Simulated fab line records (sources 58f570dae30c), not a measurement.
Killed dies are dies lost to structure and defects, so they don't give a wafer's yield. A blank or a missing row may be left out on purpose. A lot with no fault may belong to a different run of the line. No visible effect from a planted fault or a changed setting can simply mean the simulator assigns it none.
Chamber matching | flow berkeley cmos170 | UCB170_GATE_ETCH_15 on rie si-02 has 4 sister chambers
The step etches poly-Si in HBr/Cl2, stops on SiO2, time 56.3 s, target depth 278.2 nm. 4 wafers are shown with their chamber, then 7 later ones without.

WAFERS PAIRED WITH THEIR CHAMBERS
wafer  | chamber | throttle valve pct (%)
L489.2 | 3       | 26.34
L495.1 | 0       | 26.75
L501.1 | 2       | 26.25
L501.2 | 1       | 26.43

WAFERS MISSING THEIR CHAMBER
wafer  | throttle valve pct (%)
L501.6 | 26.44
L502.1 | 26.76
L502.2 | 26.42
L502.5 | 26.77
L510.1 | 26.76
L510.2 | 26.43
L510.3 | 26.25

WHICH CHAMBER EACH WENT THROUGH
wafer  | from the rows above | in truth
L501.6 | 1                   | 1
L502.1 | 0                   | 0
L502.2 | 1                   | 1
L502.5 | 0                   | 0
L510.1 | 0                   | 0
L510.2 | 1                   | 1
L510.3 | 2                   | 2
Placed correctly: 7 of 7. Left unplaced by these rows: 0. Number placed wrongly: 0.
How it was worked out, from the rows above alone: a wafer's distance from a chamber is the root of the sum, over the readings, of the square of ((its reading less the chamber's mean) divided by the reading's scatter). If the next closest chamber is less than 2 further off than the closest, the wafer can't be placed; otherwise it belongs to the closest. For every chamber, the mean is computed from those of its wafers that are shown. The scatter: with one shown wafer a chamber, the root of the mean of the squares of how far each hidden wafer lies from its nearest shown one.
